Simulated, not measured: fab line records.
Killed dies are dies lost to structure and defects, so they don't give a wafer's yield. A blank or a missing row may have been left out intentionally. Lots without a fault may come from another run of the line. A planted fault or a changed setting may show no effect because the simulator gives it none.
fab line records ; flow ritCmos
record: lots: 6; wafers: 18; lastDay: 7
route steps=202 shown PLDD@118 SPACER@125
lots with no fault: from the same line, run without faults
startH: the number of hours between the record's first day and the start of the first shown wafer of the lot ; waitH: hours from the lot's prior step to this one ; " identical to the entry in the row above ; L1.1+2: a row that stands for several wafers ; - no value, or no start was given ; * or withheld: withheld ; < > ~ a bound
route shown NAME@n: NAME is a module with steps in the file, n the number in the route of the first one ; usual: the fault-free wafers' mean and standard deviation ; same: alike in all rows ; chamber/n: place in a boat ; sites: per-site readings ; _std_site: standard deviation of those values ; _edge_site: inner sites' mean taken away from outer sites' mean ; radiusMm: how far each site lies from the wafer's centre ; mask NAME#n: copy n ; behind: the most recent tool/chamber to have shaped the wafer ; hold: reason for holding the lot/hours on hold/outcome of the hold ; device: names the non-switching transistor (n, p or np) ; end of line: the tests these same wafers got at the end of their route ; for a step that has no rows: nothing shown but its recipe ; killed: dies lost to structure and defects at the first sort, not the wafer's yield ; map: per-die view of a wafer (x killed, . not killed, _ where there is no die)
set.NAME: the setting as run; set.NAME@STEP: as run at that earlier step ; model.NAME: the simulator's own value behind a step, which no gauge read
certain route steps with their lots: each step a table, each wafer a row
services: a tool's chamber out of use, with start hour (startH, from the record's first day; less than 0 if before it), hours out, and reason
== steps ==
step: RIT_PLDD_PEB_04
recipe: resist: NOVOLAK; tempC: withheld; timeS: withheld
step: RIT_PLDD_DEVELOP_05
recipe: resist: NOVOLAK; developTimeS: 50; devTempC: 23
step: RIT_PLDD_OVL_MEAS_06
usual: PLDD_OVL: -1.3/1.4
lot.wafer;tool;chamber;startH;waitH;PLDD_OVL[nm]
L283.2;overlay-01;-;52.45;-;-2.3
L283.4;overlay-01;-;52.45;-;-1.4
L283.6;overlay-01;-;52.45;-;-2.5
L295.4;overlay-02;-;113.89;-;1.2
L295.5;overlay-02;-;113.89;-;1.6
L295.6;overlay-02;-;113.89;-;-0.4
L296.4;overlay-01;-;118.95;-;-3.1
L296.5;overlay-01;-;118.95;-;-3.4
L296.6;overlay-01;-;118.95;-;-4.1
L297.1;overlay-02;-;130.04;-;-2.5
L297.4;overlay-02;-;130.04;-;-1.3
L297.6;overlay-02;-;130.04;-;-1.1
L303.1;overlay-02;-;154.86;-;-0.4
L303.2;overlay-02;-;154.86;-;1.0
L303.4;overlay-02;-;154.86;-;-1.6
L304.2;overlay-01;-;158.92;-;-2.5
L304.3;overlay-01;-;158.92;-;-1.1
L304.4;overlay-01;-;158.92;-;-1.9
step: RIT_PLDD_HARDBAKE_07
recipe: resist: NOVOLAK; tempC: 140; timeS: 60
step: RIT_PLDD_IMPLANT_08
recipe: species: BF2; energyKev: 20; doseCm2: 9.194e+14; tiltDeg: 7
step: RIT_PLDD_STRIP_09
recipe: chemistry: O2; timeS: 180; resist: NOVOLAK; platenTempC: withheld; powerW: 500; pressureMtorr: 4000; o2FlowSccm: 4000
usual: chamberPressureMTorr: 4000/3.8; drypumpMotorCurrentA: 5.6/0.44
lot.wafer;tool;chamber;startH;waitH;chamberPressureMTorr;drypumpMotorCurrentA;rfHoursCounterH
L283.2;plasmaAsher-04;1;52.78;0.1;4000;6.1;42
L283.4;plasmaAsher-04;1;52.78;0.1;4003;6.1;-
L283.6;plasmaAsher-04;0;52.78;0.1;3996;4.9;-
L295.4;plasmaAsher-04;0;114.27;0.1;4002;5.0;-
L295.5;plasmaAsher-04;0;114.27;0.1;3998;4.9;-
L295.6;plasmaAsher-04;1;114.27;0.1;3999;6.1;-
L296.4;plasmaAsher-04;1;119.33;0.1;4002;6.1;-
L296.5;plasmaAsher-04;1;119.33;0.1;3996;6.1;-
L296.6;plasmaAsher-04;0;119.33;0.1;3999;5.0;-
L297.1;plasmaAsher-02;0;130.38;0.1;4004;5.6;32
L297.4;plasmaAsher-02;0;130.38;0.1;3997;5.6;-
L297.6;plasmaAsher-02;1;130.38;0.1;3999;5.7;-
L303.1;plasmaAsher-02;1;155.19;0.1;3989;5.7;35
L303.2;plasmaAsher-02;0;155.19;0.1;4005;5.6;35
L303.4;plasmaAsher-02;1;155.19;0.1;3999;5.7;-
L304.2;plasmaAsher-02;1;159.40;0.1;3998;5.7;36
L304.3;plasmaAsher-02;0;159.40;0.1;4003;5.6;-
L304.4;plasmaAsher-02;1;159.40;0.1;4000;5.7;-
step: RIT_PLDD_TW_MEAS_10
usual: PLDD_TW: 2370/15
lot.wafer;tool;chamber;startH;waitH;PLDD_TW
L283.2;filmMetro-04;-;52.96;0.1;2376
L283.4;filmMetro-04;-;52.96;0.1;2377
L283.6;filmMetro-04;-;52.96;0.1;2380
L295.4;filmMetro-02;-;114.42;0.1;2364
L295.5;filmMetro-02;-;114.42;0.1;2359
L295.6;filmMetro-02;-;114.42;0.1;2372
L296.4;filmMetro-01;-;119.48;0.1;2378
L296.5;filmMetro-01;-;119.48;0.1;2385
L296.6;filmMetro-01;-;119.48;0.1;2392
L297.1;filmMetro-02;-;130.55;0.1;2350
L297.4;filmMetro-02;-;130.55;0.1;2350
L297.6;filmMetro-02;-;130.55;0.1;2335
L303.1;filmMetro-01;-;155.37;0.1;2391
L303.2;filmMetro-01;-;155.37;0.1;2391
L303.4;filmMetro-01;-;155.37;0.1;2386
L304.2;filmMetro-04;-;159.59;0.1;2386
L304.3;filmMetro-04;-;159.59;0.1;2391
L304.4;filmMetro-04;-;159.59;0.1;2388
step: RIT_SPACER_CLEAN_00
recipe: chemistry: SC1; mix: 3:3:50; timeS: 600; tempC: 75
step: RIT_SPACER_CLEAN_01
recipe: chemistry: dHF; dilution: 50:1; timeS: 30
step: RIT_SPACER_CLEAN_02
recipe: chemistry: SC2; mix: 3:3:50; timeS: 600; tempC: 75; dry: n2Spin
step: RIT_SPACER_CVD_03
recipe: material: Si3N4; targetThkNm: 250; tempC: 810; precursor: SiH2Cl2/NH3; timeS: 3300; pressureMtorr: 300; sih2cl2FlowSccm: 60; nh3FlowSccm: 150
step: RIT_SPACER_THK_MEAS_04
recipe: reads: Si3N4_of_SPACER_CVD_03
usual: SPACER_NITRIDE_THK: 249.0/2.8
lot.wafer;tool;chamber;startH;waitH;SPACER_NITRIDE_THK[nm]
L283.2;filmMetro-03;-;55.97;0.0;249.4
L283.4;filmMetro-03;-;55.97;0.0;249.3
L283.6;filmMetro-03;-;55.97;0.0;250.9
L295.4;filmMetro-04;-;116.78;0.0;244.0
L295.5;filmMetro-04;-;116.78;0.0;245.3
L295.6;filmMetro-04;-;116.78;0.0;244.0
L296.4;filmMetro-03;-;121.88;0.0;250.6
L296.5;filmMetro-03;-;121.88;0.0;249.8
L296.6;filmMetro-03;-;121.88;0.0;248.6
L297.1;filmMetro-03;-;132.89;0.0;244.6
L297.4;filmMetro-03;-;132.89;0.0;243.8
L297.6;filmMetro-03;-;132.89;0.0;245.3
L303.1;filmMetro-03;-;157.71;0.0;247.9
L303.2;filmMetro-03;-;157.71;0.0;248.6
L303.4;filmMetro-03;-;157.71;0.0;248.0
L304.2;filmMetro-04;-;161.95;0.0;244.6
L304.3;filmMetro-04;-;161.95;0.0;246.2
L304.4;filmMetro-04;-;161.95;0.0;244.7
step: RIT_SPACER_ETCHBACK_05
recipe: targetDepthA: 2500; SF6_flow_sccm: 30; CHF3_flow_sccm: 30; target: Si3N4; chemistry: SF6/CHF3; pressureMtorr: 40; rfW: 250; timeS: 240; stopOn: SiO2
usual: SF6_flow_sccm: 29.99/0.082; chamberPressureMTorr: 40.00/0.036; drypumpMotorCurrentA: 5.7/0.33; oesProductAu: 0.842/0.018; runLengthS: 268.2/0.44; throttleValvePct: 10.29/0.13
lot.wafer;tool;chamber;startH;waitH;SF6_flow_sccm;chamberPressureMTorr;drypumpMotorCurrentA;oesProductAu;rfHoursCounterH;runLengthS;throttleValvePct;model.etch.depthNm;model.poly-Si_of_GATE_CVD_08.thkNm;model.Si3N4_of_SPACER_CVD_03.thkNm
L283.2;rieDiel-02;2;56.02;0.0;29.90;40.00;5.6;0.822;82;268.0;10.52;249.4;165.4;196.2
L283.4;rieDiel-02;0;56.02;0.0;29.75;40.04;5.6;0.858;82;267.6;10.05;249.3;168;195.5
L283.6;rieDiel-02;0;56.02;0.0;29.99;40.02;5.6;0.862;-;267.6;10.06;250.9;165.6;196.6
L295.4;rieDiel-03;2;116.81;0.0;29.94;39.99;6.0;0.814;72;267.6;10.41;243.9;172.8;191.5
L295.5;rieDiel-03;0;116.81;0.0;30.01;40.01;5.9;0.864;-;268.5;10.30;245.3;171.5;192.8
L295.6;rieDiel-03;1;116.81;0.0;30.13;40.01;5.2;0.842;-;268.8;10.30;244.1;169.2;190.8
L296.4;rieDiel-02;2;121.91;0.0;29.90;40.02;5.7;0.968;84;171.7;10.56;183.7;189.9;218.8
L296.5;rieDiel-02;3;121.91;0.0;30.09;39.97;5.3;0.957;-;171.8;10.27;185.6;190.8;217.7
L296.6;rieDiel-02;0;121.91;0.0;29.97;40.01;5.6;1.011;-;171.7;10.13;187.5;188.8;216.7
L297.1;rieDiel-02;2;132.95;0.1;29.97;39.99;5.7;0.971;84;172.1;10.56;185.4;196.2;213.1
L297.4;rieDiel-02;0;132.95;0.1;30.15;40.03;5.6;1.012;84;171.7;10.11;187.3;198.1;212
L297.6;rieDiel-02;0;132.95;0.1;30.01;40.02;5.6;1.010;-;172.0;10.08;188.2;198;213.2
L303.1;rieDiel-04;0;157.77;0.1;29.96;40.02;6.2;0.859;21;268.4;10.16;247.8;168.2;195.3
L303.2;rieDiel-04;3;157.77;0.1;30.00;39.95;5.3;0.869;110;268.3;10.40;248.7;167.1;195
L303.4;rieDiel-04;1;157.77;0.1;30.00;40.01;6.1;0.832;-;268.1;10.32;248.1;166.7;194.5
L304.2;rieDiel-03;2;162.00;0.0;29.99;40.05;6.1;0.810;73;267.6;10.41;244.6;165.4;192.4
L304.3;rieDiel-03;1;162.00;0.0;29.96;40.00;5.2;0.832;0;268.7;10.27;246.1;165.3;194.4
L304.4;rieDiel-03;1;162.00;0.0;30.12;39.97;5.2;0.839;-;268.5;10.28;244.6;166.5;193.1
== services ==
tool;chamber;startH;hours;kind
rieDiel-03;2;54.87;5.5;repair
rieDiel-04;-;62.88;2.8;pm
rieDiel-04;3;70.85;2.9;repair
rieDiel-02;3;78.01;6.5;repair
rieDiel-03;1;82.92;14.0;repair
plasmaAsher-02;-;86.70;8.5;repair
plasmaAsher-02;-;108.22;1.9;repair
rieDiel-03;3;119.29;17.7;repair
plasmaAsher-04;-;119.81;1.1;repair
rieDiel-03;1;136.96;-;clean
rieDiel-03;1;136.96;14.2;scheduledDown
rieDiel-03;1;136.96;14.2;ventCycle
rieDiel-03;3;147.50;14.3;repair
rieDiel-04;2;156.44;4.2;repair
rieDiel-03;0;161.78;-;clean
== key ==
firstSign: step: RIT_SPACER_ETCHBACK_05; reading: runLengthS; direction: down; sigmas: 99+; usual: *; struck: *
effect: step: RIT_SPACER_ETCHBACK_05; reading: oesProductAu; direction: up; sigmas: 7.9; usual: 0.842; struck: 0.988
modelEffect: step: RIT_SPACER_ETCHBACK_05; value: etch.depthNm; without: 247.1; struck: 186.3
metAt RIT_SPACER_ETCHBACK_05
struckWafers L296.4,L296.5,L296.6,L297.1,L297.4,L297.6
laterRowsLeftOut L296.4,L296.5,L296.6,L297.1,L297.4,L297.6
sortLeftOut L296.4,L296.5,L296.6,L297.1,L297.4,L297.6
testerLeftOut L296,L297
onsetBetween 56.02 121.91
fault: kind: processParameterDrift; tool: rieDiel-02; chamber: -; onsetH: 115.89; steps: RIT_SPACER_ETCHBACK_05; channel: timeS; offset: *; shape: step; endH: 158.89; actsIn: *; stated: *
testerLeftOut: of these lots the tester's yield and bins aren't shown, on N5 and GAA mostly nor the transistor test; their killed dies are dies lost to structure and defects alone, not to doping, threshold or leakage, so they don't give the yield
sortLeftOut: the simulated sort isn't trusted on such a fault, so these wafers' sort isn't shown, and their yield isn't known
laterRowsLeftOut: the simulator's readings of these wafers behind a module that went badly wrong aren't trusted and aren't shown, but for the sort
